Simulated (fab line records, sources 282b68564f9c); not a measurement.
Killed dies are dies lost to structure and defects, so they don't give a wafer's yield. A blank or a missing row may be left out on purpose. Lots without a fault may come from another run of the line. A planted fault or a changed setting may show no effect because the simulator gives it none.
fab line records | flow rit_cmos
record lots=10 wafers=30 last_day=7
route steps=202 shown CONTACT@183 M1@202
lots that met no fault: from a run of the same line without faults
start_h: hours from the record's first day to the start of the lot's first wafer shown | wait_h: hours since the lot's step before | " the same as in the row above | L1.1+2: a row that stands for several wafers | - no value, or no start given | * or withheld: withheld | < > ~ a bound
route shown NAME@n: a module of which the file shows steps, and the number in the route of the first | usual: mean/standard deviation of fault-free wafers | same: alike in all rows | chamber/n: place in a boat | sites: the reading at each site | _std_site: their standard deviation | _edge_site: outer sites' mean less inner sites' | radius_mm: how far each site lies from the wafer's centre | mask NAME#n: copy n | behind: the tool/chamber that last shaped the wafer | hold: why the lot was held/for how many hours/how that ended | device: the transistor (n, p or np) that didn't switch | end of line: the same wafers' tests at the end of the route | a step without rows: its recipe alone | killed: dies lost to structure and defects at the first sort, not the wafer's yield | map: a wafer's dies, x killed, . not, _ none there
set.NAME: the setting as run; set.NAME@STEP: as run at that earlier step | model.NAME: the simulator's own value behind a step, which no gauge read
steps of the route over a sample of lots; a table a step, a row a wafer
## steps
# step RIT_CONTACT_CLEAN_14
# recipe chemistry=SC2 mix=3:3:50 time_s=600 temp_c=75 dry=n2_spin
# usual bath_heat_duty_pct=15.3/1.6 temp_c=74.99/0.11
# columns lot.wafer tool chamber start_h wait_h bath_heat_duty_pct temp_c
L891.2 wet_bench-02 3 61.77 0.0 18.8 75.15
L891.4 " 3 " " 18.3 74.97
L891.6 " 3 " " 17.4 75.04
L892.1 wet_bench-03 0 62.67 0.0 16.6 74.98
L892.2 " 0 " " 17.9 74.93
L892.3 " 0 " " 17.2 75.13
L893.2 wet_bench-04 1 68.13 0.0 18.1 75.08
L893.4 " 1 " " 19.0 74.97
L893.5 " 1 " " 18.6 74.91
L894.1 wet_bench-04 1 70.07 0.0 17.6 74.64
L894.2 " 1 " " 17.8 74.83
L894.5 " 1 " " 18.3 74.90
L903.1 wet_bench-03 0 112.45 0.0 16.7 75.04
L903.4 " 0 " " 17.8 74.98
L903.6 " 0 " " 16.9 74.94
L904.2 wet_bench-04 3 117.26 0.0 12.7 74.94
L904.3 " 3 " " 13.4 74.87
L904.6 " 3 " " 12.7 75.03
L905.2 wet_bench-04 3 122.73 0.0 13.9 74.95
L905.4 " 3 " " 13.5 74.77
L905.5 " 3 " " 14.1 74.98
L906.3 wet_bench-02 0 127.74 0.0 13.9 74.85
L906.4 " 0 " " 13.8 74.96
L906.6 " 0 " " 12.5 74.94
L907.3 wet_bench-03 1 132.72 0.0 13.8 74.99
L907.4 " 1 " " 13.7 74.82
L907.6 " 1 " " 15.2 74.94
L911.1 wet_bench-02 1 152.37 0.0 17.9 74.88
L911.3 " 1 " " 15.5 74.92
L911.4 " 1 " " 16.7 74.98
# step RIT_M1_PROBE_99
# usual killed_at_M0_to_M3=0.0/0.083 killed_at_contacts=0.0/0.22 killed_at_front_end=7/3.2 killed_dies=7/3.2 killed_open=3.2/2.1 killed_short=3.5/2.2
# same gross_dies=264 killed_at_M4_up=0 killed_at_back_side=0 killed_at_other=0
# columns lot.wafer tool chamber start_h wait_h killed_at_M0_to_M3 killed_at_contacts killed_at_front_end killed_dies killed_open killed_short
L903.1 prober-02 - 117.52 0.1 0 32 5 37 2 3
L903.4 prober-02 - 117.67 0.2 0 34 4 38 3 1
L903.6 prober-02 - 117.77 0.2 0 35 4 39 1 3
# killed by level:class
L903.1 CONTACT:unspecified=32 FOX1:geometric_particle:short=1 GATE:geometric_particle:open=1 REOX:geometric_particle:open=1 SPACER:geometric_particle:short=1 SILICIDE:geometric_particle:short=1
L903.4 CONTACT:unspecified=34 GATE:geometric_particle:open=2 GATE:geometric_particle:short=1 SPACER:geometric_particle:open=1
L903.6 CONTACT:unspecified=35 GATE:geometric_particle:short=1 REOX:geometric_particle:short=1 SILICIDE:geometric_particle:open=1 SILICIDE:geometric_particle:short=1
## key
first_sign step=RIT_M1_PROBE_99 reading=killed_at_contacts direction=up sigmas=34 usual=0.0 struck=33.7
effect step=RIT_M1_PROBE_99 reading=killed_dies direction=up sigmas=9.6 usual=7 struck=38
met_at RIT_CONTACT_CLEAN_14
struck_lots L903
struck_wafers L903.1,L903.4,L903.6
tester_left_out L903
onset_between 62.67 112.45
fault kind=chamber_particle_source tool=wet_bench-03 chamber=0 onset_h=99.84 steps=RIT_CONTACT_CLEAN_14 rate_per_visit_cm2=1.13 end_h=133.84
# tester_left_out: of these lots the tester's yield and bins aren't shown, on N5 and GAA mostly nor the transistor test; their killed dies are dies lost to structure and defects alone, not to doping, threshold or leakage, so they don't give the yield
